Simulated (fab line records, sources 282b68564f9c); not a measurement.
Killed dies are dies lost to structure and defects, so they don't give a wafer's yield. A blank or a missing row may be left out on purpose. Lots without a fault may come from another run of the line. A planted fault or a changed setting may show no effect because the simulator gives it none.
A struck lot beside a sound one | flow rit_cmos | 44 steps out of a route of 202
Sound: wafers L169.2, L169.3, L169.6. Struck: wafers L185.3, L185.4, L185.5. The cause comes at the end.
At each step with rows: each side's tool, then ch and its chambers, then its first start. Under that, the readings that differ: sound wafers | struck wafers | difference of the means | sigmas: that difference in standard deviations of wafers without a fault.
alike: readings whose means differ by less than 2 such deviations, and words and numbers that are the same on both sides. not compared: withheld readings, readings that some wafer has no value for, bounds like >300 that may hide the same value, and numbers for which the record gives no deviation and whose values overlap.
The two part at a step that has a row with sigmas, a row that says differs or no value, or rows on one side only. Numbers that don't overlap but have no deviation are shown without sigmas and don't part them. A reading that every wafer of one side lacks parts them only if that side has two wafers or more.

first, 2 steps without rows for these wafers: RIT_NLDD_HARDBAKE_07 (time 60 s); RIT_NLDD_IMPLANT_08.
RIT_NLDD_STRIP_09: strips in O2, time 180 s.
  sound on plasma_asher-03 ch 0,1, day 3 14:33; struck on plasma_asher-03 ch 0,1, day 7 00:56
  alike: drypump_motor_current_A, o2_flow_sccm, rf_refl_power_W
  not compared: rf_hours_counter_h
RIT_NLDD_TW_MEAS_10:
  sound on film_metro-03, day 3 14:44; struck on film_metro-01, day 7 01:05
  reading | sound          | struck         | difference | sigmas
  NLDD_TW | 2485 2474 2472 | 2513 2522 2510 | +38        | +2
then, 6 steps without rows for these wafers: RIT_PLDD_HMDS_00 (prime time 60 s); RIT_PLDD_COAT_01 (resist thk 1000 nm); RIT_PLDD_SOFTBAKE_02 (time 60 s); RIT_PLDD_EXPOSE_03 (exposes mask M8, target cd 40900 nm); RIT_PLDD_PEB_04; RIT_PLDD_DEVELOP_05 (develop time 50 s).
RIT_PLDD_OVL_MEAS_06:
  sound on overlay-01, day 3 15:38; struck on overlay-01, day 7 02:06
  alike: PLDD_OVL
then, 1 step without rows for these wafers: RIT_PLDD_HARDBAKE_07 (time 60 s).
RIT_PLDD_IMPLANT_08:
  sound on implanter-02 ch 0, day 3 15:51; struck on implanter-04 ch 0, day 7 02:20
  reading                          | sound                         | struck                      | difference | sigmas
  dose_ions_cm2                    | 8.986e+14 8.986e+14 8.993e+14 | 2.706e+14 2.705e+14 2.7e+14 | -6.285e+14 | -99 or more
  end_station_pressure_torr (Torr) | 7.2e-06 7.4e-06 7.1e-06       | 5.3e-06 5.6e-06 6.3e-06     | -1.5e-06   | -4
  faraday_current_uA               | 2813 2749 2831                | 841 854 838                 | -1953      | -36
RIT_PLDD_STRIP_09: strips in O2, time 180 s.
  sound on plasma_asher-03 ch 0,1, day 3 15:58; struck on plasma_asher-01 ch 0,1, day 7 02:29
  reading             | sound       | struck      | difference | sigmas
  rf_refl_power_W (W) | 9.6 9.7 7.2 | 5.8 7.7 6.3 | -2.2       | -2
  alike: drypump_motor_current_A, o2_flow_sccm
  not compared: rf_hours_counter_h
RIT_PLDD_TW_MEAS_10:
  sound on film_metro-04, day 3 16:10; struck on film_metro-01, day 7 02:37
  reading | sound          | struck         | difference | sigmas
  PLDD_TW | 2336 2337 2341 | 1688 1682 1685 | -653       | -44
then, 4 steps without rows for these wafers: RIT_SPACER_CLEAN_00 (cleans in SC1, time 600 s); RIT_SPACER_CLEAN_01 (cleans in dHF, time 30 s); RIT_SPACER_CLEAN_02 (cleans in SC2, time 600 s); RIT_SPACER_CVD_03 (deposits Si3N4 from SiH2Cl2/NH3, target thk 250 nm, time 3300 s).
RIT_SPACER_THK_MEAS_04:
  sound on film_metro-03, day 3 18:31; struck on film_metro-03, day 7 04:58
  alike: SPACER_NITRIDE_THK
RIT_SPACER_ETCHBACK_05: etches Si3N4 in SF6/CHF3, stops on SiO2, target depth 250 nm, time 240 s.
  sound on rie_diel-03 ch 0,1,3, day 3 18:34; struck on rie_diel-04 ch 1,2,3, day 7 05:01
  alike: drypump_motor_current_A, oes_product_au, throttle_valve_pct
  not compared: rf_hours_counter_h
then, 6 steps without rows for these wafers: RIT_NSD_HMDS_00 (prime time 60 s); RIT_NSD_COAT_01 (resist thk 1000 nm); RIT_NSD_SOFTBAKE_02 (time 60 s); RIT_NSD_EXPOSE_03 (exposes mask M9, target cd 40700 nm); RIT_NSD_PEB_04; RIT_NSD_DEVELOP_05 (develop time 50 s).
RIT_NSD_OVL_MEAS_06:
  sound on overlay-02, day 3 19:42; struck on overlay-01, day 7 06:01
  alike: NSD_OVL
then, 2 steps without rows for these wafers: RIT_NSD_HARDBAKE_07 (time 60 s); RIT_NSD_IMPLANT_08.
RIT_NSD_STRIP_09: strips in O2, time 180 s.
  sound on plasma_asher-01 ch 0,1, day 3 20:02; struck on plasma_asher-01 ch 0,1, day 7 06:24
  alike: drypump_motor_current_A, o2_flow_sccm, rf_refl_power_W
  not compared: rf_hours_counter_h
RIT_NSD_TW_MEAS_10:
  sound on film_metro-04, day 3 20:13; struck on film_metro-01, day 7 06:32
  alike: NSD_TW
then, 6 steps without rows for these wafers: RIT_PSD_HMDS_00 (prime time 60 s); RIT_PSD_COAT_01 (resist thk 1000 nm); RIT_PSD_SOFTBAKE_02 (time 60 s); RIT_PSD_EXPOSE_03 (exposes mask M10, target cd 40900 nm); RIT_PSD_PEB_04; RIT_PSD_DEVELOP_05 (develop time 50 s).
RIT_PSD_OVL_MEAS_06:
  sound on overlay-01, day 3 21:14; struck on overlay-01, day 7 07:26
  alike: PSD_OVL
then, 2 steps without rows for these wafers: RIT_PSD_HARDBAKE_07 (time 60 s); RIT_PSD_IMPLANT_08.
RIT_PSD_STRIP_09: strips in O2, time 180 s.
  sound on plasma_asher-01 ch 1, day 3 21:34; struck on plasma_asher-01 ch 0,1, day 7 07:49
  alike: drypump_motor_current_A, o2_flow_sccm, rf_refl_power_W
  not compared: rf_hours_counter_h
RIT_SDANNEAL_RS_MEAS_06: measures by four-point-probe.
  sound on film_metro-03, day 3 22:29; struck on film_metro-04, day 7 08:42
  reading          | sound             | struck            | difference | sigmas
  PLDD_RS (ohm/sq) | 179.1 178.8 179.4 | 427.1 431.0 426.4 | +249.1     | +99 or more
RIT_M1_PROBE_99:
  sound on prober-02, day 4 06:45; struck on prober-02, day 7 15:56
  alike: killed_at_M0_to_M3, killed_at_contacts, killed_at_front_end, killed_dies, killed_open, killed_short

WHERE THEY PART
First at RIT_NLDD_TW_MEAS_10; last, within this record, at RIT_SDANNEAL_RS_MEAS_06. Later steps at which nothing parts them and some readings are alike: RIT_M1_PROBE_99.

WHY: what the simulator had put in
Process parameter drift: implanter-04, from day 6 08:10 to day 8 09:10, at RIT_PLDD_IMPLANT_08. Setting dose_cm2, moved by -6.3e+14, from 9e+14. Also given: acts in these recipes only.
